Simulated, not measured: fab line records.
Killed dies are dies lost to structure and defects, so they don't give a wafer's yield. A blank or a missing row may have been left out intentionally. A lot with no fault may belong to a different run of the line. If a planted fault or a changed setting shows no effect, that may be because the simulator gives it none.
2 desks looking at one fault	flow berkeleyCmos170	only its own numbers are on each desk; what lay behind them is given at the end

## TOOL OWNER'S DESK, lpcvd-02
The tool's own readings at UCB170_NWELL_CVD_04 (deposits Si3N4 from SiH2Cl2/NH3, target thk 224 nm, time 3360 s): means of the sampled wafers that have a number, for each lot that ran on this tool. Any lot whose mean is over 4 standard deviations away from the usual mean is out of limits and marked OUT; that distance is given in the brackets.
Columns: A = spikeTcLoadC at UCB170_NWELL_CVD_04, usual 824.9 C; B = spikeTcSourceC at UCB170_NWELL_CVD_04, usual 822 C; C = susceptorTempC at UCB170_NWELL_CVD_04, usual 800.0 C
lot	first seen here	A	B	C
L989	day 2 23:33	826.3	827	800.1
L990	day 3 04:42	827.7	827	800.1
L995	day 4 04:07	826.7	826	800.1
L997	day 4 16:45	827.3	826	799.9
L998	day 4 16:45	826.8	826	799.8
This desk's finding: nothing out of limits on any of the 5 lots.

## THE METROLOGY DESK
What the gauges read, lot by lot, whatever tool the lot ran on: means of the sampled wafers that have a number. Any lot whose mean is over 4 standard deviations away from the usual mean is out of limits and marked OUT; that distance is given in the brackets.
Columns: A = NWELL_NITRIDE_THK at UCB170_NWELL_THK_MEAS_05, usual 225.7 nm; B = PSD_OVL at UCB170_PSD_OVL_MEAS_07, usual 1 nm; C = cdNm at UCB170_V1_CD_MEAS_90, usual 700.1 nm
lot	first seen here	A	B	C
L986	day 2 14:58	228.5	5	701.0
L985	day 2 14:59	225.7	0	701.5
L987	day 2 14:59	222.9	-5	697.9
L989	day 3 01:29	225.2	-1	698.6
L990	day 3 06:39	227.4	5	701.4
L995	day 4 06:04	407.2 (+86) OUT	-	-
L997	day 4 18:41	406.7 (+86) OUT	-	-
L998	day 4 18:41	406.2 (+86) OUT	-	-
L100	day 5 08:05	225.3	-3	701.9
L101	day 5 08:08	226.3	2	699.2
L105	day 6 09:58	223.5	3	698.0
L104	day 6 09:58	226.8	-3	700.4
L107	day 6 22:26	222.5	8	699.4
L106	day 6 22:28	222.9	2	698.0
L108	day 7 07:58	225.2	-1	700.7
Per this desk, out of limits: L995, L997, L998; the first was L995, day 4 06:04 (NWELL_NITRIDE_THK at UCB170_NWELL_THK_MEAS_05). L986, L985, L987, L989, L990, L100, L101, L105, L104, L107, L106, L108 stayed within limits.

## ALL TOGETHER
On L995, L997, L998, the metrology desk was in a position to raise an alarm at day 4 06:04.
The tool owner's desk saw nothing out of limits.
On record at the tool owner's desk: L995, L997, L998, within its limits.
UCB170_NWELL_CVD_04 was run on lpcvd-02 by each of the lots named.

## WHAT HAD BEEN PUT IN BY THE SIMULATOR
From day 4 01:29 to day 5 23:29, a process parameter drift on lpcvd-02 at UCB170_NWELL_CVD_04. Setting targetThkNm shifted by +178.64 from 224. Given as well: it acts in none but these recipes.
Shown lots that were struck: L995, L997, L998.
Hours from the fault's start to each desk's first reading out of limits: the metrology desk, 5.
